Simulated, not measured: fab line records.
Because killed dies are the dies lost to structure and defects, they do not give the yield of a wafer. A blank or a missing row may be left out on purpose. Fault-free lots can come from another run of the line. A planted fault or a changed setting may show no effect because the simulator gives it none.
What tool caused it? ; flow berkeley-cmos170 ; 14 lots, 42 wafers sampled, at 5 steps of a route of 331

## WHAT THE GAUGES SHOWED, per wafer
UCB170_PSD_OVL_MEAS_07.
lot;measured;on;PSD_OVL (nm)
L127;day 6 09:18;overlay-02;3 0 -2
L126;day 6 09:31;overlay-02;-6 -6 -10
L125;day 6 09:38;overlay-01;1 -3 -12
L128;day 6 11:58;overlay-02;2 7 0
L131;day 7 07:10;overlay-01;9 -5 5
L129;day 7 07:31;overlay-02;3 11 9
L130;day 7 07:48;overlay-01;-1 15 4
L132;day 7 18:02;overlay-02;11 0 5
L142;day 10 05:38;overlay-01;-2 4 -5
L146;day 10 15:14;overlay-01;-1 -9 0
L144;day 10 15:34;overlay-02;3 13 7
L145;day 10 15:50;overlay-01;-9 -4 0
L147;day 11 00:46;overlay-02;2 -4 -3
L148;day 11 10:30;overlay-01;3 -5 -11

UCB170_NSD_CD_MEAS_06: the cd target is 1200 nm.
lot;measured;on;cd-nm (nm)
L127;day 6 10:55;cd-sem-01;1198.1 1198.9 1198.9
L126;day 6 12:48;cd-sem-01;1201.3 1199.3 1198.1
L125;day 6 13:10;cd-sem-02;1198.2 1199.7 1198.3
L128;day 6 13:47;cd-sem-02;1201.2 1201.4 1201.1
L131;day 7 09:52;cd-sem-01;1198.7 1199.6 1199.9
L129;day 7 10:19;cd-sem-02;1198.3 1199.3 1198.8
L130;day 7 10:36;cd-sem-02;1197.5 1200.3 1200.9
L132;day 7 19:58;cd-sem-01;1201.2 1201.5 1200.3
L142;day 10 07:08;cd-sem-01;1198.2 1196.3 1196.5
L146;day 10 16:39;cd-sem-02;1197.6 1198.1 1197.8
L144;day 10 17:25;cd-sem-02;1200.8 1200.7 1202.0
L145;day 10 17:40;cd-sem-02;1198.5 1200.3 1200.9
L147;day 11 02:25;cd-sem-02;1201.5 1200.5 1201.6
L148;day 11 12:08;cd-sem-01;1202.3 1202.1 1201.0

UCB170_CONTACT_THK_MEAS_02.
lot;measured;on;CONTACT_PSG_THK (nm)
L127;day 6 16:42;film-metro-02;699 698 702
L126;day 6 19:01;film-metro-02;692 693 694
L125;day 6 19:02;film-metro-01;702 701 699
L128;day 6 19:01;film-metro-03;705 706 704
L131;day 7 14:28;film-metro-01;705 706 704
L129;day 7 15:25;film-metro-02;606 605 609
L130;day 7 17:13;film-metro-01;623 617 618
L132;day 8 00:23;film-metro-02;612 608 613
L142;day 10 11:53;film-metro-02;701 702 699
L146;day 10 21:05;film-metro-01;688 689 696
L144;day 11 00:53;film-metro-01;692 692 691
L145;day 11 00:52;film-metro-03;696 696 693
L147;day 11 07:01;film-metro-01;698 692 695
L148;day 11 16:29;film-metro-03;696 702 700

## EACH LOT AND THE TOOL THAT RAN IT (in order: tool; ch and the chambers of the sampled wafers; start)
lot;UCB170_NSD_STRIP_09;UCB170_CONTACT_CVD_01
L127;plasma-asher-02 ch 0,1, day 6 11:13;lpcvd-01 ch 1, day 6 14:55
L126;plasma-asher-02 ch 0,1, day 6 13:07;lpcvd-02 ch 1, day 6 17:14
L125;plasma-asher-01 ch 0,1, day 6 13:28;lpcvd-02 ch 1, day 6 17:14
L128;plasma-asher-02 ch 0,1, day 6 14:06;lpcvd-02 ch 1, day 6 17:14
L131;plasma-asher-01 ch 0,1, day 7 10:10;lpcvd-01 ch 0, day 7 12:39
L129;plasma-asher-01 ch 0,1, day 7 10:35;lpcvd-02 ch 1, day 7 13:37
L130;plasma-asher-02 ch 0,1, day 7 10:54;lpcvd-02 ch 0, day 7 15:25
L132;plasma-asher-03 ch 0,1, day 7 20:15;lpcvd-02 ch 1, day 7 22:35
L142;plasma-asher-03 ch 0,1, day 10 07:26;lpcvd-01 ch 1, day 10 10:05
L146;plasma-asher-03 ch 0,1, day 10 16:57;lpcvd-01 ch 0, day 10 19:17
L144;plasma-asher-02 ch 0,1, day 10 17:43;lpcvd-02 ch 0, day 10 23:05
L145;plasma-asher-02 ch 0,1, day 10 17:58;lpcvd-02 ch 1, day 10 23:05
L147;plasma-asher-02 ch 0,1, day 11 02:43;lpcvd-02 ch 1, day 11 05:13
L148;plasma-asher-01 ch 0,1, day 11 12:26;lpcvd-02 ch 1, day 11 14:42
- UCB170_NSD_STRIP_09: strips in O2.
- UCB170_CONTACT_CVD_01: deposits PSG from SiH4/O2/PH3, target thk 700 nm, time 2820 s.

## AS READ BY THE TOOLS THEMSELVES (means over the sampled wafers that have a number; for cases with no such wafer, the mark the record gives instead)
UCB170_NSD_STRIP_09.
lot;tool;drypump-motor-current-A (A);oes-product-au (a.u.);strip-time-to-endpoint-s (s)
L127;plasma-asher-02;6.4;0.537;35.69
L126;plasma-asher-02;6.4;0.535;35.60
L125;plasma-asher-01;5.1;0.539;35.77
L128;plasma-asher-02;6.0;0.535;35.70
L131;plasma-asher-01;5.1;0.536;35.68
L129;plasma-asher-01;5.0;0.539;35.71
L130;plasma-asher-02;6.0;0.533;35.62
L132;plasma-asher-03;5.7;0.532;35.70
L142;plasma-asher-03;5.9;0.533;35.68
L146;plasma-asher-03;5.8;0.536;35.65
L144;plasma-asher-02;6.0;0.537;35.61
L145;plasma-asher-02;6.0;0.531;35.65
L147;plasma-asher-02;6.0;0.538;35.72
L148;plasma-asher-01;5.1;0.531;35.80

UCB170_CONTACT_CVD_01.
lot;tool;spike-tc-centre-C (C);spike-tc-load-C (C);spike-tc-source-C (C);susceptor-temp-C (C)
L127;lpcvd-01;453.6;464.9;469.4;450.30
L126;lpcvd-02;455.9;467.7;469.6;450.21
L125;lpcvd-02;456.5;467.9;468.4;449.79
L128;lpcvd-02;455.8;466.8;468.7;450.02
L131;lpcvd-01;450.6;467.6;466.7;449.99
L129;lpcvd-02;439.8;452.0;452.9;434.07
L130;lpcvd-02;434.7;454.6;456.9;434.15
L132;lpcvd-02;439.6;452.3;452.3;433.92
L142;lpcvd-01;454.0;466.0;469.5;450.10
L146;lpcvd-01;451.0;467.1;465.7;449.93
L144;lpcvd-02;450.9;470.3;472.1;450.39
L145;lpcvd-02;455.2;468.6;468.4;450.07
L147;lpcvd-02;455.9;467.5;468.8;450.21
L148;lpcvd-02;454.7;468.6;467.8;449.91

## THE ANSWER, worked out from the rows above alone
Rule: the lots themselves supply what counts as usual. Put in order of their means at a reading, lots are off if they are a third of the lots or fewer, leave a main group of 4 or more, and stand apart from it by a gap of 3 or more times the standard deviation of the main group's means; of several such gaps the widest counts. The tables above print the reading to a certain number of digits; a main group whose means all agree to those digits is not used. A lot without any number at a reading at which 4 lots or more have one is off too. The other lots that the step has rows for count as sound. After the gauges, taken in route order, come the tools' own readings; for these a lot's mean is taken, as printed above. The first step at which some lot is off is used, and at that step the reading that is off furthest; a lot without a number counts as furthest.
Off: L129, L130, L132, at UCB170_CONTACT_THK_MEAS_02 (CONTACT_PSG_THK). For the main group the mean is 698 nm and the standard deviation 4.8.
A tool fits if, at a process step before that reading, it ran every lot that is off, and no sound lot after the first of them. Not tried: the gauges at UCB170_CONTACT_THK_MEAS_02; whatever is off there is also off at UCB170_CONTACT_CVD_01, on other tools, and gauge error can't account for it. None of those tried fits.

## WHAT THE SIMULATOR PUT IN
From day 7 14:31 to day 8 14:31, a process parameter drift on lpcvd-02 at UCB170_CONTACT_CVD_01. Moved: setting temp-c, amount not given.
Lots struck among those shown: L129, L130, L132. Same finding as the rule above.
